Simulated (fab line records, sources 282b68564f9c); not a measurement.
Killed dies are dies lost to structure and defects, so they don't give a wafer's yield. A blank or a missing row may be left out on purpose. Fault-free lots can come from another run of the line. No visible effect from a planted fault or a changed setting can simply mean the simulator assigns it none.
A struck lot beside a sound one || flow ritCmos || 19 steps out of a route of 202
Sound: wafers L494.2, L494.3, L494.5. Wafers struck: L502.2, L502.4, L502.6. The cause comes at the end.
Order at every step that has rows: each side's tool, ch and its chambers, its first start. Under that, the readings that differ: sound wafers || struck wafers || difference of the means || sigmas: that difference in standard deviations of wafers without a fault.
alike: readings whose means differ by less than 2 such deviations, and words and numbers that are the same on both sides. not compared: withheld readings, readings that some wafer has no value for, bounds like >300 that may hide the same value, and numbers for which the record gives no deviation and whose values overlap.
A row with sigmas, a row that says differs or no value, or rows on one side alone: a step with any of these is where the two part. Non-overlapping numbers with no deviation appear without sigmas and do not part them. A reading that every wafer of one side lacks parts them only if that side has two wafers or more.

RIT_PLDD_TW_MEAS_10:
  sound: filmMetro-04 at day 3 04:56; struck: filmMetro-04 at day 4 22:08
  alike: PLDD_TW
then, 4 steps without rows for these wafers: RIT_SPACER_CLEAN_00 (cleans in SC1, time 600 s); RIT_SPACER_CLEAN_01 (cleans in dHF, time 30 s); RIT_SPACER_CLEAN_02 (cleans in SC2, time 600 s); RIT_SPACER_CVD_03 (deposits Si3N4 from SiH2Cl2/NH3, target thk 250 nm, time 3300 s).
RIT_SPACER_THK_MEAS_04:
  sound: filmMetro-02 at day 3 07:28; struck: filmMetro-02 at day 5 00:29
  alike: SPACER_NITRIDE_THK
RIT_SPACER_ETCHBACK_05: etches Si3N4 in SF6/CHF3, stops on SiO2, target depth 250 nm, time 240 s.
  sound on rieDiel-01 ch 0,2, day 3 07:31; struck on rieDiel-03 ch 0,1,3, day 5 00:32
  alike: drypumpMotorCurrentA, oesProductAu, throttleValvePct
  not compared: rfHoursCounterH
then, 5 steps without rows for these wafers: RIT_NSD_HMDS_00 (prime time 60 s); RIT_NSD_COAT_01 (resist thk 1000 nm); RIT_NSD_SOFTBAKE_02 (time 60 s); RIT_NSD_EXPOSE_03 (exposes mask M9, target cd 40700 nm); RIT_NSD_PEB_04.
RIT_NSD_DEVELOP_05: develop time 50 s.
  sound on lithoTrack-03 ch 0, day 3 08:00; struck on lithoTrack-01 ch 0, day 5 01:00
RIT_NSD_OVL_MEAS_06:
  sound: overlay-02 at day 3 08:38; struck: overlay-02 at day 5 01:43
  alike: NSD_OVL
then, 2 steps without rows for these wafers: RIT_NSD_HARDBAKE_07 (time 60 s); RIT_NSD_IMPLANT_08.
RIT_NSD_STRIP_09: strips in O2, time 180 s.
  sound on plasmaAsher-01 ch 0,1, day 3 08:58; struck on plasmaAsher-04 ch 1, day 5 02:03
  alike: drypumpMotorCurrentA
  not compared: rfHoursCounterH
RIT_NSD_TW_MEAS_10:
  sound: filmMetro-03 at day 3 09:09; struck: filmMetro-02 at day 5 02:28
{"reading": "NSD_TW", "sound": "3183 3182 3175", "struck": "30 30 30", "difference": -3150, "sigmas": "-99 or more"}
  not compared: hold
RIT_M1_PROBE_99:
  the record holds rows for the sound wafers here (prober-01, day 3 18:35) but none for the struck ones

## WHERE THEY PART
Last at RIT_M1_PROBE_99 as far as this record goes, first at RIT_NSD_TW_MEAS_10.

WHY: whatever the simulator had introduced
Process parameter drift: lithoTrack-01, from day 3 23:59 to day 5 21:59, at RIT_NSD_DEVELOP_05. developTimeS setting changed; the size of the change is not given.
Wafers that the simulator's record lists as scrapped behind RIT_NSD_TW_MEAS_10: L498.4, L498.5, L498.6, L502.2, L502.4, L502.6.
